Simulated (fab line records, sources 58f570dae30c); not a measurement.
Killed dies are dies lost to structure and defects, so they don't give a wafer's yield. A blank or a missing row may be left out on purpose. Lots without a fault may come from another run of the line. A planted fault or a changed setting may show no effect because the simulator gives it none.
Problem report in the 8D (eight disciplines) form, filled by code | flow berkeley_cmos170 | the parts of the form that need people (team, actions taken, sign-off) are left out

1. THE PROBLEM
NSD_TW at UCB170_NSD_TW_MEAS_10 reads a mean of 30 on 3 wafers of 1 lot; wafers without a fault read 4162 with a standard deviation of 32. That is -99 or more standard deviations from the usual mean.
First seen on wafer L775.2, day 11 22:05, on film_metro-04. The record holds 39 wafers of 13 lots with a number at this step. Rule for "out", or "out of limits": more than 4 standard deviations from the usual mean. The other wafers with a number count as sound.

2. WHAT IT IS AND WHAT IT IS NOT
question                    | is                     | is not
which readings at this step | NSD_TW                 | -
which lots                  | L775                   | L760, L761, L762, L764, L766, L767, L768, L771, L776, L780, L782, L783
which wafers of those lots  | all that have a number | -
read on which gauges        | film_metro-04          | film_metro-01, film_metro-02
when                        | from day 11 22:05      | up to then (27 sound wafers); but 9 sound wafers of L780, L782, L783 came after

3. SUSPECTS, AND WHAT RULES EACH OUT
Counting: a tool at a process step up to the reading stays a suspect if it ran every lot that is out and no sound lot after the first of them.
- the gauge at UCB170_NSD_TW_MEAS_10: ruled out. All the wafers that are out were read on film_metro-04, but those of them that UCB170_PSD_STRIP_09 has rows for are out there too, on other tools.
- plasma_asher-02 at UCB170_PSD_STRIP_09 (strips in O2): kept. It ran the lot that is out, L775 (day 11 17:17), and no sound lot after that; its last sound lot up to then is L776 (day 11 17:02). Its own readings are out on those wafers: oes_product_au.
- plasma_asher-02 at UCB170_NSD_STRIP_09 (strips in O2): kept. It ran the lot that is out, L775 (day 11 21:59), and no sound lot after that; its last sound lot up to then is L771 (day 10 10:32). Its own readings are out on those wafers: oes_product_au, strip_time_to_endpoint_s.
Left after counting: plasma_asher-02 at UCB170_PSD_STRIP_09, plasma_asher-02 at UCB170_NSD_STRIP_09.

4. THE CAUSE (what the simulator had put in)
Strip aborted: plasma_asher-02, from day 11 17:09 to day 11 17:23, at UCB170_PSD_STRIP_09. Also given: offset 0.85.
Counting left 2 suspects, and this tool is among them.

5. THE CHAIN OF EFFECTS, in route order
Each row: a reading whose mean over the struck wafers that have a number lies more than 3 standard deviations from the usual. Only readings for which the record gives a usual standard deviation are gone through. hours: the time from each lot's start at the first step in this table that gives one to its start at this step, as a median over the lots. sigmas: the change in usual standard deviations.
hours | step                  | reading                  | usual      | on struck wafers | change | sigmas
0     | UCB170_PSD_STRIP_09   | oes_product_au           | 0.600 a.u. | 0.432            | -0.168 | -37
5     | UCB170_NSD_STRIP_09   | oes_product_au           | 0.534 a.u. | 0.607            | +0.073 | +18
5     | UCB170_NSD_STRIP_09   | strip_time_to_endpoint_s | 35.80 s    | 56.18            | +20.38 | +99 or more
5     | UCB170_NSD_TW_MEAS_10 | NSD_TW                   | 4162       | 30               | -4132  | -99 or more
The process steps in it:
- UCB170_PSD_STRIP_09: strips in O2.
- UCB170_NSD_STRIP_09: strips in O2.
Readings that are blank on the struck wafers while sound wafers have them: strip_time_to_endpoint_s at UCB170_PSD_STRIP_09.
Later measuring or inspecting steps at which every struck wafer that the step has a row for has a number for every such reading, and none has moved that far: UCB170_SDANNEAL_RS_MEAS_02, UCB170_SILICIDE_RS_MEAS_02, UCB170_CONTACT_THK_MEAS_02.

6. WHAT WOULD HAVE CAUGHT IT SOONER
In this record the first reading out of limits at a measuring or inspecting step was taken at day 11 22:05, 5 hours after the fault began at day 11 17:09.
The tool's own readings at UCB170_PSD_STRIP_09 were out on every struck wafer that the step has a row for (oes_product_au): an alarm limit on them would have fired on the first of those.
All the lots that are out (1) had begun UCB170_PSD_STRIP_09 on plasma_asher-02 by day 11 22:05. A hold on the tool at that time would have spared none of them.
